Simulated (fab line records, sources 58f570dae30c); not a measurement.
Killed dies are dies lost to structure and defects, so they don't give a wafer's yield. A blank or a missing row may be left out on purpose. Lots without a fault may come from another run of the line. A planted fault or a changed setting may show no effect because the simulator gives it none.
Which tool did it? | flow berkeley_cmos170 | 14 lots, 42 wafers sampled, at 4 steps of a route of 331

WHAT THE GAUGES READ, wafer by wafer
UCB170_CONTACT_CD_MEAS_90: target cd 700 nm.
lot  | measured     | on        | cd_nm (nm)
L734 | day 8 21:21  | cd_sem-02 | 699.2 701.8 700.1
L736 | day 9 03:20  | cd_sem-02 | 699.1 697.2 697.2
L739 | day 9 07:18  | cd_sem-01 | 702.6 699.5 703.3
L738 | day 9 14:00  | cd_sem-01 | 700.5 700.8 698.9
L740 | day 9 23:56  | cd_sem-01 | 700.9 700.1 701.1
L742 | day 10 04:01 | cd_sem-01 | 701.7 699.3 701.4
L741 | day 10 05:07 | cd_sem-01 | 703.4 700.9 700.7
L747 | day 11 02:04 | cd_sem-02 | 700.5 699.5 697.9
L748 | day 11 03:52 | cd_sem-01 | 699.5 699.6 699.9
L749 | day 11 10:37 | cd_sem-01 | 698.4 699.7 698.6
L753 | day 11 19:26 | cd_sem-02 | 698.2 702.1 700.9
L756 | day 12 17:56 | cd_sem-02 | 702.5 703.2 703.3
L755 | day 12 18:21 | cd_sem-02 | 700.0 698.5 701.4
L757 | day 12 19:58 | cd_sem-01 | 699.8 700.8 699.6

UCB170_M1_RS_MEAS_01: measures by four-point-probe.
lot  | measured     | on            | M1_AL_RS (ohm/sq)
L734 | day 8 21:43  | film_metro-02 | 0.0491 0.0491 0.0489
L736 | day 9 03:43  | film_metro-01 | 0.0479 0.0482 0.0477
L739 | day 9 07:40  | film_metro-02 | 0.0482 0.0482 0.0483
L738 | day 9 14:22  | film_metro-01 | 0.0484 0.0489 0.0490
L740 | day 10 02:15 | film_metro-01 | 0.0483 0.0484 0.0479
L742 | day 10 04:25 | film_metro-01 | 0.0476 0.0474 0.0476
L741 | day 10 05:28 | film_metro-02 | 0.0483 0.0483 0.0481
L747 | day 11 02:25 | film_metro-03 | 0.0486 0.0487 0.0482
L748 | day 11 04:13 | film_metro-03 | 0.0488 0.0484 0.0488
L749 | day 11 11:01 | film_metro-01 | 0.0482 0.0484 0.0488
L753 | day 11 19:47 | film_metro-01 | 0.0488 0.0487 0.0482
L756 | day 12 18:30 | film_metro-01 | 0.0493 0.0487 0.0486
L755 | day 12 18:43 | film_metro-03 | 0.0487 0.0483 0.0486
L757 | day 12 20:43 | film_metro-02 | 0.0480 0.0484 0.0484

WHICH TOOL RAN EACH LOT (tool, then ch and the chambers of the sampled wafers, then the start)
lot  | UCB170_SILICIDE_SPUTTER_01   | UCB170_CONTACT_ETCH_18
L734 | pvd_sputter-01, day 8 15:55  | rie_diel-02 ch 1,3, day 8 21:00
L736 | pvd_sputter-01, day 8 19:25  | rie_diel-03 ch 0,1, day 9 03:00
L739 | pvd_sputter-03, day 9 02:50  | rie_diel-02 ch 0,1,2, day 9 07:00
L738 | pvd_sputter-02, day 9 03:30  | rie_diel-02 ch 0,1,3, day 9 13:00
L740 | pvd_sputter-02, day 9 19:19  | rie_diel-02 ch 0,2,3, day 9 23:00
L742 | pvd_sputter-03, day 9 21:19  | rie_diel-03 ch 1,2,3, day 10 03:00
L741 | pvd_sputter-02, day 9 21:56  | rie_diel-02 ch 0,1,3, day 10 04:00
L747 | pvd_sputter-02, day 10 19:51 | rie_diel-03 ch 0,3, day 11 01:00
L748 | pvd_sputter-03, day 10 20:04 | rie_diel-03 ch 1,2,3, day 11 03:00
L749 | pvd_sputter-03, day 11 05:44 | rie_diel-03 ch 0,3, day 11 10:00
L753 | pvd_sputter-01, day 11 14:17 | rie_diel-04 ch 1,2,3, day 11 19:00
L756 | pvd_sputter-01, day 12 12:34 | rie_diel-04 ch 2,3, day 12 17:00
L755 | pvd_sputter-03, day 12 13:03 | rie_diel-03 ch 0,1,2, day 12 18:00
L757 | pvd_sputter-01, day 12 13:50 | rie_diel-02 ch 0,3, day 12 19:00
- UCB170_SILICIDE_SPUTTER_01: material Ti, target thk 30 nm, time 25 s.
- UCB170_CONTACT_ETCH_18: etches PSG in CHF3/CF4/Ar, stops on TiSi2, target depth 840 nm, time 195 s.

WHAT THE TOOLS THEMSELVES READ (means of the sampled wafers that have a number; where no wafer has one, the mark that the record gives instead)
UCB170_SILICIDE_SPUTTER_01.
lot  | tool           | throttle_valve_pct (%)
L734 | pvd_sputter-01 | 30.2
L736 | pvd_sputter-01 | 30.0
L739 | pvd_sputter-03 | 30.6
L738 | pvd_sputter-02 | 29.5
L740 | pvd_sputter-02 | 29.3
L742 | pvd_sputter-03 | 30.7
L741 | pvd_sputter-02 | 29.6
L747 | pvd_sputter-02 | 28.9
L748 | pvd_sputter-03 | 30.5
L749 | pvd_sputter-03 | 30.9
L753 | pvd_sputter-01 | 30.2
L756 | pvd_sputter-01 | 30.0
L755 | pvd_sputter-03 | 30.2
L757 | pvd_sputter-01 | 30.0

UCB170_CONTACT_ETCH_18.
lot  | tool        | drypump_motor_current_A (A) | oes_product_au (a.u.) | throttle_valve_pct (%)
L734 | rie_diel-02 | 5.5                         | 0.893                 | 6.95
L736 | rie_diel-03 | 5.0                         | 0.894                 | 7.10
L739 | rie_diel-02 | 6.0                         | 0.894                 | 6.81
L738 | rie_diel-02 | 5.6                         | 0.875                 | 6.91
L740 | rie_diel-02 | 6.1                         | 0.884                 | 6.82
L742 | rie_diel-03 | 5.5                         | 0.898                 | 7.04
L741 | rie_diel-02 | 5.6                         | 0.884                 | 6.92
L747 | rie_diel-03 | 5.3                         | 0.891                 | 7.01
L748 | rie_diel-03 | 5.5                         | 0.893                 | 7.03
L749 | rie_diel-03 | 5.3                         | 0.896                 | 7.01
L753 | rie_diel-04 | 5.7                         | 0.911                 | 6.85
L756 | rie_diel-04 | 5.5                         | 0.898                 | 6.87
L755 | rie_diel-03 | 5.4                         | 0.893                 | 7.09
L757 | rie_diel-02 | 5.7                         | 0.875                 | 6.92

THE ANSWER, worked out from the rows above alone
Rule: what is usual is taken from the lots themselves. Put in order of their means at a reading, lots are off if they are a third of the lots or fewer, leave a main group of 4 or more, and stand apart from it by a gap of 3 or more times the standard deviation of the main group's means; of several such gaps the widest counts. A main group whose means are all the same, to the digits that the tables above print for the reading, isn't used. A lot without any number at a reading at which 4 lots or more have one is off too. The other lots that the step has rows for count as sound. The gauges are gone through in route order, then the tools' own readings, and for those a lot's mean is taken as printed above. The first step at which some lot is off is used, and at that step the reading that is off furthest; a lot without a number counts as furthest.
No lot is off at any reading shown: from this, nothing can be told.

WHAT THE SIMULATOR HAD PUT IN
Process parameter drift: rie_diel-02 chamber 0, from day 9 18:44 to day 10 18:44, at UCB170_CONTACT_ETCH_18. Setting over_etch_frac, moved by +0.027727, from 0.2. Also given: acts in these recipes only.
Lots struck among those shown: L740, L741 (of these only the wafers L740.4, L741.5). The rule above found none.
